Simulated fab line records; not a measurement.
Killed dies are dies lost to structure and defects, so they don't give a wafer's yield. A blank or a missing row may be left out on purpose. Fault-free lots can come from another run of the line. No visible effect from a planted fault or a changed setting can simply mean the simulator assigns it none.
Struck lot and sound lot, side by side + flow berkeley_cmos170 + 17 out of 331 route steps
Sound: these wafers, L846.1, L846.2, L846.5. The struck wafers were L853.2, L853.5, L853.6. The cause is named last.
Order at every step that has rows: each side's tool, ch and its chambers, its first start. Under that, the readings that differ: sound wafers + struck wafers + difference of the means + sigmas: that difference in standard deviations of wafers without a fault.
alike: readings with means less than 2 such deviations apart, plus words and numbers identical on both sides. not compared: withheld readings, readings lacking a value on some wafer, bounds such as >300 that could conceal the same value, and numbers that have no deviation in the record and whose values overlap.
Wherever a step has rows on one side only, a row that says differs or no value, or a row with sigmas, the two part there. Non-overlapping numbers with no deviation appear without sigmas and do not part them. A reading missing from all wafers of one side parts the sides only when that side holds two or more wafers.

first, 2 steps without rows for these wafers: UCB170_PSD_PEB_04; UCB170_PSD_DEVELOP_05 (develop time 45 s).
UCB170_PSD_CD_MEAS_06: the cd target is 1200 nm.
  sound: cd_sem-01 at day 9 17:54; struck: cd_sem-02 at day 10 03:24
  alike: cd_nm
UCB170_PSD_OVL_MEAS_07:
  sound: overlay-01 at day 9 18:01; struck: overlay-02 at day 10 03:30
  alike: PSD_OVL
then, 1 step without rows for these wafers: UCB170_PSD_IMPLANT_08.
UCB170_PSD_STRIP_09: strips in O2.
  sound on plasma_asher-04 ch 0,1, day 9 18:13; struck on plasma_asher-01 ch 0,1, day 10 03:41
| reading                     | sound       | struck      | difference | sigmas |
|-----------------------------|-------------|-------------|------------|--------|
| drypump_motor_current_A (A) | 5.4 5.1 5.4 | 6.1 6.2 5.8 | +0.7       | +2     |
  alike: oes_product_au, strip_time_to_endpoint_s
  not compared: rf_hours_counter_h
UCB170_PSD_TW_MEAS_10:
  sound: film_metro-02 at day 9 18:21; struck: film_metro-01 at day 10 03:47
  alike: PSD_TW
then, 5 steps without rows for these wafers: UCB170_PSD_CLEAN_11 (cleans in SPM, time 600 s); UCB170_NSD_HMDS_00 (prime time 60 s); UCB170_NSD_COAT_01 (resist thk 900 nm); UCB170_NSD_SOFTBAKE_02 (time 60 s); UCB170_NSD_EXPOSE_03 (exposes mask NSELECT MOD, target cd 1200 nm).
UCB170_NSD_PEB_04:
  sound on litho_track-04 ch 0, day 9 19:20; struck on litho_track-04 ch 0, day 10 05:41
| reading                  | sound                | struck               | difference | sigmas |
|--------------------------|----------------------|----------------------|------------|--------|
| heater_power_total_W (W) | 56.75 56.74 56.86    | 55.34 55.41 55.33    | -1.42      | -36    |
| plate_temp_C (C)         | 129.94 130.00 130.03 | 127.37 127.43 127.38 | -2.60      | -20    |
  alike: exhaust_pa
then, 1 step without rows for these wafers: UCB170_NSD_DEVELOP_05 (develop time 45 s).
UCB170_NSD_CD_MEAS_06: the cd target is 1200 nm.
  sound: cd_sem-01 at day 9 19:37; struck: cd_sem-01 at day 10 05:57
| reading    | sound                | struck               | difference | sigmas |
|------------|----------------------|----------------------|------------|--------|
| cd_nm (nm) | 1200.6 1200.1 1199.3 | 1178.7 1177.7 1179.1 | -21.5      | -20    |
UCB170_NSD_OVL_MEAS_07:
  sound: overlay-02 at day 9 19:44; struck: overlay-02 at day 10 06:04
  alike: NSD_OVL
then, 1 step without rows for these wafers: UCB170_M3_PROBE_99.

WHERE THEY PART
Last at UCB170_NSD_CD_MEAS_06 as far as this record goes, first at UCB170_PSD_STRIP_09. Later steps at which nothing parts them and some readings are alike: UCB170_NSD_OVL_MEAS_07.

WHY: whatever the simulator had introduced
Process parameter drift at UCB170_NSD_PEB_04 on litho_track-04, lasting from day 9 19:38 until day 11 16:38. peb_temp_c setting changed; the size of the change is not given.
